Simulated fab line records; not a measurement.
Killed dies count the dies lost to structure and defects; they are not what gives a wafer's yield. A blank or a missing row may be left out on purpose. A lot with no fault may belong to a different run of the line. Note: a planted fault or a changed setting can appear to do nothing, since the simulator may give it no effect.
fab line records | flow ritCmos
record lots=5 wafers=15 lastDay=7
route steps=202 shown M1@184
lots untouched by any fault: they come from a run of this same line in which no faults occurred
startH: start of the lot's first displayed wafer, in hours after the record's first day | waitH: hours since the lot's step before | " the same as in the row above | L1.1+2: a row that stands for several wafers | - no value, or no start given | * or withheld: withheld | < > ~ a bound
route shown NAME@n: names a module that has steps shown in the file, with the first one's number in the route | usual: mean/standard deviation of fault-free wafers | same: alike in all rows | chamber/n: place in a boat | sites: the reading at each site | _std_site: the values' standard deviation | _edge_site: inner sites' mean taken away from outer sites' mean | radiusMm: for every site, how far away it sits from the centre of the wafer | mask NAME#n: copy n | behind: the last tool/chamber to shape the wafer | hold: why the lot was held/for how many hours/how that ended | device: names the non-switching transistor (n, p or np) | end of line: the route-end tests of the same wafers | for a step that has no rows: nothing shown but its recipe | killed: dies that structure and defects cost at the first sort, which is not the same as the wafer's yield | map: dies across one wafer; x = killed, . = not, _ = none there
set.NAME: the setting that was run; set.NAME@STEP: the one run at that earlier step | model.NAME: the simulator's own value behind a step, which no gauge read
certain route steps with their lots: each step a table, each wafer a row
services: the hour from which a tool's chamber was out of use, counted from the record's first day as startH (under 0 if before that day), plus the number of hours and why
## steps
# step RIT_M1_SPUTTER_00
# recipe material=Al targetThkNm=400 powerW=2000 chamberPressurePa=0.4 gas=Ar timeS=500 substrateTempC=25
# usual throttleValvePct=30.2/0.99
# columns lot.wafer tool chamber startH waitH throttleValvePct
L857.1 pvdSputter-02 - 65.28 0.0 31.3
L857.2 " - " " 29.4
L857.4 " - " " 31.3
L859.2 pvdSputter-02 - 77.45 0.0 29.3
L859.3 " - " " 31.1
L859.6 " - " " 31.0
L864.2 pvdSputter-04 - 97.30 0.0 30.0
L864.4 " - " " 31.4
L864.5 " - " " 31.1
L865.3 pvdSputter-02 - 103.88 0.0 29.3
L865.5 " - " " 31.5
L865.6 " - " " 29.7
L878.1 pvdSputter-04 - 165.78 0.0 28.4
L878.3 " - " " 30.1
L878.4 " - " " 30.4
# step RIT_M1_RS_MEAS_01
# recipe thkMeasGauge=four-point-probe reads=Al_of_M1_SPUTTER_00
# usual M1_AL_RS=0.0732/0.00068
# columns lot.wafer tool chamber startH waitH M1_AL_RS[ohm/sq]
L857.1 filmMetro-01 - 65.57 0.1 0.0745
L857.2 " - " " 0.0740
L857.4 " - " " 0.0734
L859.2 filmMetro-01 - 77.77 0.2 0.0741
L859.3 " - " " 0.0739
L859.6 " - " " 0.0732
L864.2 filmMetro-04 - 97.61 0.2 0.0719
L864.4 " - " " 0.0728
L864.5 " - " " 0.0722
L865.3 filmMetro-02 - 104.21 0.2 0.0723
L865.5 " - " " 0.0724
L865.6 " - " " 0.0725
L878.1 filmMetro-01 - 166.07 0.1 0.0729
L878.3 " - " " 0.0727
L878.4 " - " " 0.0735
# step RIT_M1_THK_MEAS_02
# recipe thkMeasGauge=xrf reads=Al_of_M1_SPUTTER_00
# usual M1_AL_THK=402/3.9
# columns lot.wafer tool chamber startH waitH M1_AL_THK[nm]
L857.1 filmMetro-01 - 65.69 0.1 398
L857.2 " - " " 398
L857.4 " - " " 400
L859.2 filmMetro-01 - 77.88 0.1 397
L859.3 " - " " 398
L859.6 " - " " 401
L864.2 filmMetro-04 - 97.72 0.1 411
L864.4 " - " " 404
L864.5 " - " " 408
L865.3 filmMetro-02 - 104.31 0.1 407
L865.5 " - " " 406
L865.6 " - " " 406
L878.1 filmMetro-01 - 166.19 0.1 405
L878.3 " - " " 408
L878.4 " - " " 400
# step RIT_M1_HMDS_03
# recipe primeTimeS=60 primeTempC=140
# step RIT_M1_COAT_04
# recipe resist=NOVOLAK spinRpm=2000 resistThkNm=1300
# step RIT_M1_SOFTBAKE_05
# recipe resist=NOVOLAK tempC=90 timeS=60
# step RIT_M1_EXPOSE_06
# recipe maskId=M12 na=0.6 sourceShape=conventional sigmaOuter=0.5 targetCdNm=2600 doseMj=250
# step RIT_M1_PEB_07
# recipe resist=NOVOLAK tempC=withheld timeS=withheld
# step RIT_M1_DEVELOP_08
# recipe resist=NOVOLAK developTimeS=68 devTempC=23
# step RIT_M1_CD_MEAS_09
# recipe targetCdNm=2600
# usual cdNm=2600.1/2.9
# columns lot.wafer tool chamber startH waitH cdNm
L857.1 cdSem-01 - 66.84 - 2604.7
L857.2 " - " " 2602.4
L857.4 " - " " 2602.5
L859.2 cdSem-02 - 78.83 - 2599.2
L859.3 " - " " 2598.2
L859.6 " - " " 2599.0
L864.2 cdSem-02 - 98.67 - 2598.1
L864.4 " - " " 2600.9
L864.5 " - " " 2601.9
L865.3 cdSem-02 - 105.27 - 2599.2
L865.5 " - " " 2599.3
L865.6 " - " " 2601.0
L878.1 cdSem-01 - 167.28 - 2600.6
L878.3 " - " " 2599.9
L878.4 " - " " 2598.9
# step RIT_M1_OVL_MEAS_10
# usual M1_OVL=-0.7/1.8
# columns lot.wafer tool chamber startH waitH M1_OVL[nm]
L857.1 overlay-02 - 66.96 0.1 -3.8
L857.2 " - " " -2.7
L857.4 " - " " -3.5
L859.2 overlay-01 - 78.93 0.1 -1.2
L859.3 " - " " -3.6
L859.6 " - " " -2.4
L864.2 overlay-01 - 98.78 0.1 0.2
L864.4 " - " " -0.8
L864.5 " - " " -0.6
L865.3 overlay-01 - 105.36 0.1 -2.7
L865.5 " - " " -1.5
L865.6 " - " " -2.8
L878.1 overlay-02 - 167.40 0.1 1.9
L878.3 " - " " 2.1
L878.4 " - " " 0.2
# step RIT_M1_HARDBAKE_11
# recipe resist=NOVOLAK tempC=140 timeS=120
# step RIT_M1_METAL_ETCH_12
# recipe stopOn=SiO2 chemistry=Cl2/BCl3 target=Al timeS=165 overEtchFrac=0.5 pressureMtorr=100 targetDepthA=6000 rfW=250 Cl2_flow_sccm=60 bcl3FlowSccm=50
# usual drypumpMotorCurrentA=6.1/0.44 oesProductAu=0.779/0.011 throttleValvePct=8.23/0.12
# columns lot.wafer tool chamber startH waitH drypumpMotorCurrentA oesProductAu rfHoursCounterH throttleValvePct
L857.1 rieMetal-02 1 67.26 0.2 5.9 0.775 4 8.27
L857.2 " 0 " " 5.9 0.773 4 8.17
L857.4 " 0 " " 5.9 0.774 - 8.17
L859.2 rieMetal-04 1 79.38 0.2 5.7 0.778 2 8.30
L859.3 " 0 " " 6.8 0.762 - 8.09
L859.6 " 0 " " 6.7 0.770 - 8.08
L864.2 rieMetal-01 1 99.22 0.2 6.6 0.797 39 8.13
L864.4 " 1 " " 6.6 0.789 - 8.13
L864.5 " 0 " " 5.5 0.782 - 8.47
L865.3 rieMetal-04 0 105.69 0.2 6.8 0.765 - 8.10
L865.5 " 0 " " 6.8 0.773 - 8.09
L865.6 " 1 " " 5.7 0.783 - 8.29
L878.1 rieMetal-01 0 167.69 0.2 5.5 0.787 0 8.48
L878.3 " 0 " " 5.5 0.782 - 8.46
L878.4 " 1 " " 6.6 0.791 - 8.13
# step RIT_M1_STRIP_13
# recipe chemistry=nmp resist=NOVOLAK tempC=80 timeS=600 dry=n2Spin
# step RIT_M1_STRIP_14
# recipe chemistry=O2 timeS=180 platenTempC=withheld powerW=500 pressureMtorr=4000 o2FlowSccm=4000
# usual drypumpMotorCurrentA=5.8/0.53
# columns lot.wafer tool chamber startH waitH drypumpMotorCurrentA rfHoursCounterH
L857.1 plasmaAsher-03 1 67.60 0.0 6.4 42
L857.2 " 0 " " 6.4 42
L857.4 " 1 " " 6.4 -
L859.2 plasmaAsher-04 0 79.73 0.0 6.0 45
L859.3 " 0 " " 6.0 -
L859.6 " 1 " " 5.0 -
L864.2 plasmaAsher-04 0 99.57 0.0 5.9 47
L864.4 " 0 " " 6.0 -
L864.5 " 1 " " 5.0 -
L865.3 plasmaAsher-04 1 106.03 0.1 5.0 -
L865.5 " 0 " " 6.0 -
L865.6 " 1 " " 5.0 -
L878.1 plasmaAsher-04 1 168.03 0.0 5.0 5
L878.3 " 1 " " 5.0 -
L878.4 " 0 " " 6.0 -
# step RIT_M1_CD_MEAS_90
# recipe targetCdNm=2600
# usual cdNm=2600/3.2
# columns lot.wafer tool chamber startH waitH cdNm
L857.1 cdSem-02 - 67.77 0.1 2604
L857.2 " - " " 2602
L857.4 " - " " 2602
L859.2 cdSem-01 - 79.93 0.1 2601
L859.3 " - " " 2600
L859.6 " - " " 2600
L864.2 cdSem-01 - 99.77 0.1 2598
L864.4 " - " " 2602
L864.5 " - " " 2601
L865.3 cdSem-01 - 106.19 0.1 2600
L865.5 " - " " 2600
L865.6 " - " " 2601
L878.1 cdSem-02 - 168.20 0.1 2600
L878.3 " - " " 2600
L878.4 " - " " 2598
# step RIT_M1_ANNEAL_15
# recipe tempC=450 timeS=1800 ambient=forming_gas_H2N2
# step RIT_M1_BOW_MEAS_16
# recipe mode=bow
# usual M1_BOW=16/7.1
# columns lot.wafer tool chamber startH waitH M1_BOW[um]
L857.1 filmMetro-01 - 69.39 0.0 15
L857.2 " - " " 12
L857.4 " - " " 11
L859.2 filmMetro-04 - 81.55 0.0 0
L859.3 " - " " 14
L859.6 " - " " 6
L864.2 filmMetro-04 - 101.39 0.0 8
L864.4 " - " " 6
L864.5 " - " " 9
L865.3 filmMetro-04 - 107.81 0.0 25
L865.5 " - " " 14
L865.6 " - " " 14
L878.1 filmMetro-02 - 169.82 0.0 20
L878.3 " - " " 21
L878.4 " - " " 14
# step RIT_M1_PROBE_99
# usual defectLimitedYield=97.5/1.1 killed_at_M0_to_M3=0.0/0.14 killedAtContacts=0.1/0.27 killedAtFrontEnd=6.5/2.8 killedDies=6.6/2.8 killedOpen=3.5/2 killedShort=3.2/1.8 sort_bin_3_pad_short=0.1/0.26 sort_bin_5_function=1.5/0.72 sort_bin_6_memory=0.9/0.67 sortNPass=257.4/2.8 sortYieldPct=97.5/1.1
# same grossDies=264 killed_at_M4_up=0 killedAtBackSide=0 killedAtOther=0
# columns lot.wafer tool chamber startH waitH defectLimitedYield[%] killed_at_M0_to_M3 killedAtContacts killedAtFrontEnd killedDies killedOpen killedShort sort_bin_3_pad_short[%] sort_bin_5_function[%] sort_bin_6_memory[%] sortNPass sortYieldPct[%] model.etest.contactToGate.bvLeftV model.etest.contactToGate.bvRightV
L857.1 prober-01 - 69.51 0.1 97.0 0 1 7 8 3 5 0 2.3 0.8 256.0 97.0 90.83 93.77
L857.2 prober-01 - 69.56 0.1 96.2 0 0 10 10 6 4 0 1.5 2.3 254.0 96.2 90.88 88.72
L857.4 prober-01 - 69.66 0.2 97.3 0 0 7 7 5 2 0.4 1.1 1.1 257.0 97.3 91.35 91.01
L859.2 prober-01 - 81.70 0.1 96.6 0 0 9 9 2 6 0.4 1.5 1.5 255.0 96.6 90.05 90.05
L859.3 prober-01 - 81.75 0.2 96.2 0 0 10 10 4 6 0.4 2.3 1.1 254.0 96.2 90.56 92.16
L859.6 prober-01 - 81.90 0.2 97.3 0 0 7 7 3 4 0 2.3 0.4 257.0 97.3 94.95 92.2
L864.2 prober-01 - 101.54 0.1 99.2 0 0 2 2 1 1 0 0.8 0 262.0 99.2 88.82 90.46
L864.4 prober-01 - 101.64 0.2 97.0 0 0 8 8 6 2 0 1.1 1.9 256.0 97.0 90.54 90.47
L864.5 prober-01 - 101.69 0.2 98.5 0 0 4 4 2 2 0 0.4 1.1 260.0 98.5 91.39 91.72
L865.3 prober-02 - 107.99 0.2 95.5 9 0 3 12 2 1 1.1 0.8 2.7 252.0 95.5 99.62 97.87
L865.5 prober-02 - 108.09 0.2 97.3 2 0 5 7 1 4 0 1.5 1.1 257.0 97.3 94.27 97.44
L865.6 prober-02 - 108.14 0.2 97.3 0 0 7 7 2 5 0 1.9 0.8 257.0 97.3 97.12 97.02
L878.1 prober-02 - 169.94 0.1 95.1 0 0 13 13 7 6 0 3.0 1.9 251.0 95.1 90.66 91.11
L878.3 prober-02 - 170.04 0.2 97.0 0 0 8 8 5 3 0 1.9 1.1 256.0 97.0 91.14 89.38
L878.4 prober-02 - 170.09 0.2 95.8 0 0 11 11 7 4 0 3.0 1.1 253.0 95.8 93.95 90.18
# killed by level:class
L857.1 GATE:geometricParticle:short=3 GATE:geometricParticle:open=2 FOX1:geometricParticle:open=1 REOX:geometricParticle:short=1 CONTACT:geometricParticle:short=1
L857.2 GATE:geometricParticle:open=4 GATE:geometricParticle:short=2 REOX:geometricParticle:open=2 REOX:geometricParticle:short=1 SPACER:geometricParticle:short=1
L857.4 FOX1:geometricParticle:open=3 GATE:geometricParticle:open=2 SPACER:geometricParticle:short=1 SILICIDE:geometricParticle:short=1
L859.2 GATE:geometricParticle:short=3 SPACER:geometricParticle:short=3 GATE:geometricParticle:open=2 NLDD:coatMicrobubblePrinted=1
L859.3 GATE:geometricParticle:short=4 FOX2:geometricParticle:short=2 GATE:geometricParticle:open=2 SPACER:geometricParticle:open=2
L859.6 FOX1:geometricParticle:short=2 ACTIVE:geometricParticle:short=1 FOX2:geometricParticle:short=1 GATE:geometricParticle:open=1 SPACER:geometricParticle:open=1 SILICIDE:geometricParticle:open=1
L864.2 GATE:geometricParticle:short=1 GATE:geometricParticle:open=1
L864.4 SILICIDE:geometricParticle:open=3 FOX1:geometricParticle:open=1 FOX2:geometricParticle:short=1 FOX2:geometricParticle:open=1 GATE:geometricParticle:short=1 GATE:geometricParticle:open=1
L864.5 FOX1:geometricParticle:open=1 FOX2:geometricParticle:short=1 GATE:geometricParticle:short=1 GATE:geometricParticle:open=1
L865.3 M1:unspecified=9 GATE:geometricParticle:short=1 REOX:geometricParticle:open=1 SILICIDE:geometricParticle:open=1
L865.5 GATE:geometricParticle:short=2 M1:unspecified=2 FOX1:geometricParticle:short=1 GATE:geometricParticle:open=1 SPACER:geometricParticle:short=1
L865.6 FOX1:geometricParticle:short=2 REOX:geometricParticle:short=2 ACTIVE:geometricParticle:short=1 GATE:geometricParticle:open=1 REOX:geometricParticle:open=1
L878.1 FOX2:geometricParticle:open=3 FOX1:geometricParticle:short=2 GATE:geometricParticle:short=2 REOX:geometricParticle:short=2 SPACER:geometricParticle:open=2 GATE:geometricParticle:open=1 REOX:geometricParticle:open=1
L878.3 SPACER:geometricParticle:open=4 ACTIVE:geometricParticle:short=1 FOX1:geometricParticle:short=1 FOX1:geometricParticle:open=1 GATE:geometricParticle:short=1
L878.4 FOX1:geometricParticle:open=3 FOX1:geometricParticle:short=2 REOX:geometricParticle:short=2 SPACER:geometricParticle:open=2 FOX2:geometricParticle:open=1 GATE:geometricParticle:open=1
# map L865.3 (x killed, . not)
________......._______
_____.............____
____...............___
___....x............__
__................x.._
__.......x..x........_
_...........x.........
_...........x.x.......
_.............xx......
_..........xx.........
__..................._
__..................x_
___.................__
____...............___
_____.............____
________......._______
# map L859.3 (x killed, . not)
________......._______
_____.............____
____.........x.....___
___.................__
__.x.x..........x...._
__..................._
_.....................
_............x........
_.....................
_.x......x............
__..................._
__..........x........_
___...............x.__
____...............___
_____......x......____
________......._______
## services
# columns tool chamber startH hours kind
rieMetal-02 1 54.44 2.8 repair
pvdSputter-04 - 68.71 3.1 repair
rieMetal-04 - 92.72 0.5 repair
pvdSputter-02 - 107.52 1.8 repair
plasmaAsher-04 - 108.75 9.0 pm
plasmaAsher-04 0 108.75 9.0 ventCycle
plasmaAsher-04 1 108.75 9.0 ventCycle
plasmaAsher-04 0 117.75 - clean
plasmaAsher-04 1 117.75 - clean
rieMetal-02 0 127.95 6.3 repair
rieMetal-01 - 136.12 20.0 pm
rieMetal-01 0 136.12 20.0 ventCycle
rieMetal-01 1 136.12 20.0 ventCycle
plasmaAsher-03 - 144.51 2.1 repair
rieMetal-01 0 156.12 - clean
rieMetal-01 1 156.12 - clean
## key
firstSign step=RIT_M1_PROBE_99 reading=killed_at_M0_to_M3 direction=up sigmas=5.5 usual=0.0 struck=5.5
effect none on later readings
modelEffect step=RIT_M1_PROBE_99 value=etest.contactToGate.bvLeftV without=89.54 struck=96.94
metAt RIT_M1_METAL_ETCH_12
struckWafers L865.3,L865.5
onsetBetween 79.38 105.69
fault kind=chamberParticleSource tool=rieMetal-04 chamber=0 onsetH=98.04 steps=RIT_M1_METAL_ETCH_12 ratePerVisitCm2=0.032647 endH=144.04
